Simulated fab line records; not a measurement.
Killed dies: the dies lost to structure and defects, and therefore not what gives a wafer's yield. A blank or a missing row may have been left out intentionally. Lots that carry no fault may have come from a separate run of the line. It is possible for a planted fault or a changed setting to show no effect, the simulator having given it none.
Lot-split experiment :: flow berkeley cmos170 :: route with 331 steps; 5 lots, 23 wafers read

THE SPLIT
At UCB170_M3_SPUTTER_01 (material Al, target thk 900 nm, time 120 s), the setting power w was moved away from the recipe's 6000 W on 9 of the 23 wafers read, by +4.6% to +8.2%. All remaining wafers had this setting at the recipe value.

FROM THE SPLIT TO THE READING: what the file shows between them, 6 steps
- UCB170_M3_RS_MEAS_02: measures by four-point-probe
- UCB170_M3_THK_MEAS_03: measures by xrf
- UCB170_M3_COAT_10: resist thk 900 nm (also split here: resist thk nm)
- UCB170_M3_SOFTBAKE_11: time 60 s
- UCB170_M3_EXPOSE_12: exposes mask METAL3, target cd 700 nm
- UCB170_M3_ETCH_17: etches BARC in N2/H2

THE READING
oes product au, in a.u., at UCB170_M3_METAL_ETCH_18 (etches Al in Cl2/BCl3, stops on SiO2, target depth 1170 nm, time 195 s). A value of 0.852 a.u. with a standard deviation of 0.012 a.u. is what fault-free wafers of this fab line usually give.

wafer: L077.2
tool, chamber at the split: pvd sputter-01, -
power w as run, W: 6457
against the recipe: +7.6%
oes product au, a.u.: 0.906
against lot-mates on the recipe: +0.041

wafer: L077.3
tool, chamber at the split: pvd sputter-01, -
power w as run, W: 6000
against the recipe: recipe
oes product au, a.u.: 0.865
against lot-mates on the recipe: -

wafer: L077.4
tool, chamber at the split: pvd sputter-01, -
power w as run, W: 6457
against the recipe: +7.6%
oes product au, a.u.: 0.885
against lot-mates on the recipe: +0.020

wafer: L077.5
tool, chamber at the split: pvd sputter-01, -
power w as run, W: 6000
against the recipe: recipe
oes product au, a.u.: 0.864
against lot-mates on the recipe: -

wafer: L077.6
tool, chamber at the split: pvd sputter-01, -
power w as run, W: 6457
against the recipe: +7.6%
oes product au, a.u.: 0.894
against lot-mates on the recipe: +0.029

wafer: L080.1
tool, chamber at the split: pvd sputter-01, -
power w as run, W: 6000
against the recipe: recipe
oes product au, a.u.: 0.854
against lot-mates on the recipe: -

wafer: L080.3
tool, chamber at the split: pvd sputter-01, -
power w as run, W: 6493
against the recipe: +8.2%
oes product au, a.u.: 0.895
against lot-mates on the recipe: +0.034

wafer: L080.4
tool, chamber at the split: pvd sputter-01, -
power w as run, W: 6493
against the recipe: +8.2%
oes product au, a.u.: 0.897
against lot-mates on the recipe: +0.036

wafer: L080.5
tool, chamber at the split: pvd sputter-01, -
power w as run, W: 6493
against the recipe: +8.2%
oes product au, a.u.: 0.892
against lot-mates on the recipe: +0.031

wafer: L080.6
tool, chamber at the split: pvd sputter-01, -
power w as run, W: 6000
against the recipe: recipe
oes product au, a.u.: 0.867
against lot-mates on the recipe: -

wafer: L081.1
tool, chamber at the split: pvd sputter-04, -
power w as run, W: 6000
against the recipe: recipe
oes product au, a.u.: 0.852
against lot-mates on the recipe: -

wafer: L081.2
tool, chamber at the split: pvd sputter-04, -
power w as run, W: 6000
against the recipe: recipe
oes product au, a.u.: 0.851
against lot-mates on the recipe: -

wafer: L081.3
tool, chamber at the split: pvd sputter-04, -
power w as run, W: 6000
against the recipe: recipe
oes product au, a.u.: 0.849
against lot-mates on the recipe: -

wafer: L081.4
tool, chamber at the split: pvd sputter-04, -
power w as run, W: 6000
against the recipe: recipe
oes product au, a.u.: 0.857
against lot-mates on the recipe: -

wafer: L081.5
tool, chamber at the split: pvd sputter-04, -
power w as run, W: 6000
against the recipe: recipe
oes product au, a.u.: 0.857
against lot-mates on the recipe: -

wafer: L082.1
tool, chamber at the split: pvd sputter-02, -
power w as run, W: 6000
against the recipe: recipe
oes product au, a.u.: 0.856
against lot-mates on the recipe: -

wafer: L082.2
tool, chamber at the split: pvd sputter-02, -
power w as run, W: 6000
against the recipe: recipe
oes product au, a.u.: 0.871
against lot-mates on the recipe: -

wafer: L082.4
tool, chamber at the split: pvd sputter-02, -
power w as run, W: 6000
against the recipe: recipe
oes product au, a.u.: 0.853
against lot-mates on the recipe: -

wafer: L083.1
tool, chamber at the split: pvd sputter-01, -
power w as run, W: 6000
against the recipe: recipe
oes product au, a.u.: 0.833
against lot-mates on the recipe: -

wafer: L083.2
tool, chamber at the split: pvd sputter-01, -
power w as run, W: 6274
against the recipe: +4.6%
oes product au, a.u.: 0.848
against lot-mates on the recipe: +0.021

wafer: L083.3
tool, chamber at the split: pvd sputter-01, -
power w as run, W: 6000
against the recipe: recipe
oes product au, a.u.: 0.822
against lot-mates on the recipe: -

wafer: L083.5
tool, chamber at the split: pvd sputter-01, -
power w as run, W: 6274
against the recipe: +4.6%
oes product au, a.u.: 0.845
against lot-mates on the recipe: +0.018

wafer: L083.6
tool, chamber at the split: pvd sputter-01, -
power w as run, W: 6274
against the recipe: +4.6%
oes product au, a.u.: 0.851
against lot-mates on the recipe: +0.024

FIT RESULTS
A straight line over all 23 wafers: oes product au changes by +0.00458 a.u. for each +1% of power w; r = +0.75; the points scatter about the line by 0.015 a.u.
The same after taking each lot's own level away (the mean of its wafers on the recipe; 23 wafers): +0.00413 a.u. for each +1%; r = +0.94; scatter 0.0056 a.u.
Per that fit: largest power w move, reading shift of 0.034 a.u.
From 0.8275 to 0.8645 a.u.: that is the span of the lots' own levels, equal to 3.1 times the standard deviation above.
So the lot-to-lot level blurs the effect unless lot-mates are compared.
Check: for one of the wafers moved furthest among these (+8.2%), held out of the fit, the line's prediction against its lot-mates is +0.0339 a.u. It came out at +0.0345 a.u. against them.

THE OTHER SPLITS THESE WAFERS WENT THROUGH
Before the reading, these wafers also passed through other splits. Each is held against what the fit with the lots' levels taken away leaves over:
other split on the same wafers: UCB170_M3_COAT_10 resist thk nm
wafers away from the commonest value: 7
r with oes product au (lot level and that fit taken away): +0.32

THE WHOLE CHAIN: every reading that the file lists as answering this split, in the file's order
step: UCB170_M3_SPUTTER_01
what it does: material Al, target thk 900 nm, time 120 s
reading: Al_of_M3_SPUTTER_01.thk nm (the simulator's own value, which no gauge read)
change (the file's fit): +9.19 nm for each +1% of the setting
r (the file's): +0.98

step: UCB170_M3_RS_MEAS_02
what it does: measures by four-point-probe
reading: M3_AL_RS
change (the file's fit): -0.000315 for each +1% of the setting
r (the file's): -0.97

step: UCB170_M3_THK_MEAS_03
what it does: measures by xrf
reading: M3_AL_THK
change (the file's fit): +9.69 for each +1% of the setting
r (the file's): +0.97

step: UCB170_M3_METAL_ETCH_18
what it does: etches Al in Cl2/BCl3, stops on SiO2, target depth 1170 nm, time 195 s
reading: oes product au
change (the file's fit): +0.00413 a.u. for each +1% of the setting
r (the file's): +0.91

FILE'S OWN FIT
oes product au changes by +0.00413 a.u. for each +1% of power w, r = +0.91.
